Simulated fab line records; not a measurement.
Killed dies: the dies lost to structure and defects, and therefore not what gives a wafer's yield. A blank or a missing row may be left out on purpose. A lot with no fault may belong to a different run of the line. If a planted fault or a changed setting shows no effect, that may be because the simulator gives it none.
Struck lot and sound lot, side by side / flow rit-cmos / 14 steps out of a route of 202
Sound: wafers L510.3, L510.4, L510.5. Wafers L512.1, L512.4, L512.5 were the ones struck. Last of all comes the cause.
Each step with rows lists, per side, the tool, then ch with its chambers, then its first start. Under that, the readings that differ: sound wafers / struck wafers / difference of the means / sigmas: that difference in standard deviations of wafers without a fault.
alike: readings with means less than 2 such deviations apart, plus words and numbers identical on both sides. not compared: withheld readings, readings lacking a value on some wafer, bounds such as >300 that could conceal the same value, and numbers that have no deviation in the record and whose values overlap.
Wherever a step has rows on one side only, a row that says differs or no value, or a row with sigmas, the two part there. Numbers that have no deviation but don't overlap get no sigmas and don't part them. Lack of a reading on every wafer of one side parts them only where that side has two or more wafers.

first, 1 step without rows for these wafers: RIT_PWELL_DEVELOP_05 (develop time 68 s).
RIT_PWELL_OVL_MEAS_06:
  sound on overlay-01 at day 4 00:52; struck on overlay-02 at day 4 10:09
  alike: PWELL_OVL
then, 2 steps without rows for these wafers: RIT_PWELL_HARDBAKE_07 (time 120 s); RIT_PWELL_IMPLANT_08.
RIT_PWELL_STRIP_09: strips in O2, time 180 s.
  sound on plasma-asher-03 ch 0,1, day 4 01:21; struck on plasma-asher-02 ch 0,1, day 4 10:35
  alike: drypump-motor-current-A
  not compared: rf-hours-counter-h
RIT_PWELL_TW_MEAS_10:
  sound on film-metro-04 at day 4 01:29; struck on film-metro-01 at day 4 10:46
reading=PWELL_TW; sound=937 941 937; struck=975 974 970; difference=+35; sigmas=+3
then, 1 step without rows for these wafers: RIT_WELLDRIVE_ANNEAL_00 (time 14700 s).
RIT_WELLDRIVE_RS_MEAS_01: a four-point-probe measurement.
  sound on film-metro-01 at day 4 06:39; struck on film-metro-04 at day 4 16:07
  alike: NWELL_RS
RIT_WELLDRIVE_RS_MEAS_02: a four-point-probe measurement.
  sound on film-metro-01 at day 4 06:46; struck on film-metro-04 at day 4 16:14
  alike: PWELL_RS
then, 3 steps without rows for these wafers: RIT_NRETRO_HMDS_00 (prime time 60 s); RIT_NRETRO_COAT_01 (resist thk 1300 nm); RIT_NRETRO_SOFTBAKE_02 (time 60 s).
RIT_NRETRO_EXPOSE_03: exposes mask M4, target cd 43900 nm.
  sound on iline-stepper-02 ch 0, day 4 07:28; struck on iline-stepper-02, day 4 16:56
  no value came back on the struck wafers for exposure-dose-mJ-cm2, focus-offset-nm (nm); on the sound wafers exposure-dose-mJ-cm2 reads 249.50 249.89 249.75
  alike: mask
then, 1 step without rows for these wafers: RIT_NRETRO_PEB_04.

## WHERE THEY PART
Earliest at RIT_PWELL_TW_MEAS_10; latest, in this record, at RIT_NRETRO_EXPOSE_03.

WHY: what the simulator had put in
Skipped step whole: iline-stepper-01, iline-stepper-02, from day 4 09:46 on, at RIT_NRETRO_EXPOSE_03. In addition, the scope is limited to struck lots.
